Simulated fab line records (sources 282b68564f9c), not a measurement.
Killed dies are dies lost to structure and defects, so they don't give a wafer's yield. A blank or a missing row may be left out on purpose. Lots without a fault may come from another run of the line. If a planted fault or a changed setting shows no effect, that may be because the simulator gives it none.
Which tool was responsible?	flow rit cmos	Sampling: 8 lots, 24 wafers, 4 of 202 route steps

== WHAT THE GAUGES SHOWED, per wafer ==
RIT_PSD_TW_MEAS_10.
lot	measured	on	PSD_TW
L863	day 5 02:34	film metro-02	3417 3410 3402
L865	day 5 12:22	film metro-01	3342 3328 3345
L866	day 5 19:09	film metro-03	3462 3421 3440
L867	day 6 01:02	film metro-02	3412 3401 3429
L870	day 6 09:21	film metro-01	3358 3343 3346
L872	day 6 19:52	film metro-02	3408 3421 3423
L874	day 7 04:31	film metro-01	3369 3389 3367
L876	day 7 15:50	film metro-02	3395 3381 3397

RIT_SDANNEAL_RS_MEAS_05: uses a four-point probe to measure.
lot	measured	on	NSD_RS (ohm/sq)
L863	day 5 03:10	film metro-03	84.11 84.06 84.25
L865	day 5 12:59	film metro-02	84.80 84.57 84.70
L866	day 5 19:46	film metro-01	84.81 84.86 84.90
L867	day 6 01:38	film metro-02	84.65 84.57 84.90
L870	day 6 09:58	film metro-01	84.58 84.47 84.41
L872	day 6 20:29	film metro-02	84.58 84.63 84.74
L874	day 7 05:07	film metro-02	84.74 84.43 84.61
L876	day 7 16:28	film metro-02	84.39 84.28 84.24

== TOOL THAT RAN EACH LOT (tool first, then ch and the chambers of the sampled wafers, then the start) ==
lot	RIT_GATE_ETCH_19	RIT_PSD_STRIP_09
L863	rie si-01 ch 0,3, day 4 14:10	plasma asher-02 ch 1, day 5 02:23
L865	rie si-01 ch 1,3, day 4 23:12	plasma asher-03 ch 0,1, day 5 12:12
L866	rie si-02 ch 0,1,2, day 5 05:58	plasma asher-03 ch 0,1, day 5 18:59
L867	rie si-02 ch 0,2,3, day 5 12:16	plasma asher-03 ch 0,1, day 6 00:52
L870	rie si-02 ch 0,2,3, day 5 21:01	plasma asher-04 ch 0,1, day 6 09:10
L872	rie si-02 ch 1,3, day 6 07:59	plasma asher-03 ch 0,1, day 6 19:41
L874	rie si-02 ch 1,3, day 6 16:31	plasma asher-02 ch 0,1, day 7 04:20
L876	rie si-02 ch 2,3, day 7 03:10	plasma asher-03 ch 0,1, day 7 15:38
- RIT_GATE_ETCH_19: etches poly-Si in SF6/CHF3/O2, stops on SiO2, time 165 s, target depth 312.5 nm.
- RIT_PSD_STRIP_09: strips in O2, time 180 s.

== WHAT THE TOOLS THEMSELVES READ (means of the sampled wafers that have a number; where no wafer has one, the mark that the record gives instead) ==
RIT_GATE_ETCH_19.
lot	tool	drypump motor current A (A)	oes product au (a.u.)	rf fwd power W (W)	run length s (s)	throttle valve pct (%)
L863	rie si-01	5.2	0.713	159.3	239.6	10.19
L865	rie si-01	5.4	0.718	159.2	239.3	10.20
L866	rie si-02	5.7	0.843	159.2	193.2	10.08
L867	rie si-02	5.5	0.844	159.3	193.1	10.19
L870	rie si-02	5.5	0.838	159.8	193.2	10.19
L872	rie si-02	5.1	0.820	159.8	192.9	10.32
L874	rie si-02	5.3	0.835	159.9	193.2	10.22
L876	rie si-02	5.7	0.839	160.0	193.6	10.20

RIT_PSD_STRIP_09.
lot	tool	drypump motor current A (A)
L863	plasma asher-02	5.8
L865	plasma asher-03	6.0
L866	plasma asher-03	6.0
L867	plasma asher-03	6.2
L870	plasma asher-04	6.4
L872	plasma asher-03	6.2
L874	plasma asher-02	5.8
L876	plasma asher-03	6.0

== THE ANSWER, worked out from the rows above alone ==
Rule: the usual values come from the lots themselves. Put in order of their means at a reading, lots are off if they are a third of the lots or fewer, leave a main group of 4 or more, and stand apart from it by a gap of 3 or more times the standard deviation of the main group's means; of several such gaps the widest counts. A main group whose means are all the same, to the digits that the tables above print for the reading, isn't used. Also off: a lot with no number at a reading for which 4 or more lots have one. All remaining lots with rows at the step are treated as sound. After the gauges, taken in route order, come the tools' own readings; for these a lot's mean is taken, as printed above. The first step at which some lot is off is used, and at that step the reading that is off furthest; a lot without a number counts as furthest.
Off at RIT_GATE_ETCH_19 (run length s): L863, L865. The main group: mean 193.2 s, standard deviation 0.21.
A tool fits if, at that step or a process step before it, it ran every lot that is off, and no sound lot after the first of them. One candidate fits, namely rie si-01 at RIT_GATE_ETCH_19. It ran no sound lot before its first lot that is off in this sample, so the start can't be narrowed down.
The tool's own readings at RIT_GATE_ETCH_19 bear it out: on the lots that are off they differ by more than 5 times the standard deviation of the sound lots' means. oes product au reads 0.716 a.u. there against 0.837 a.u. on the sound lots; run length s reads 239.4 s there against 193.2 s on the sound lots.

== WHAT WAS PUT IN BY THE SIMULATOR ==
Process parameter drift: rie si-01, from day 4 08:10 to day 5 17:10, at RIT_GATE_ETCH_19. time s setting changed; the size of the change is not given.
Shown lots that were struck: L863, L865. The rule given above showed the same thing.
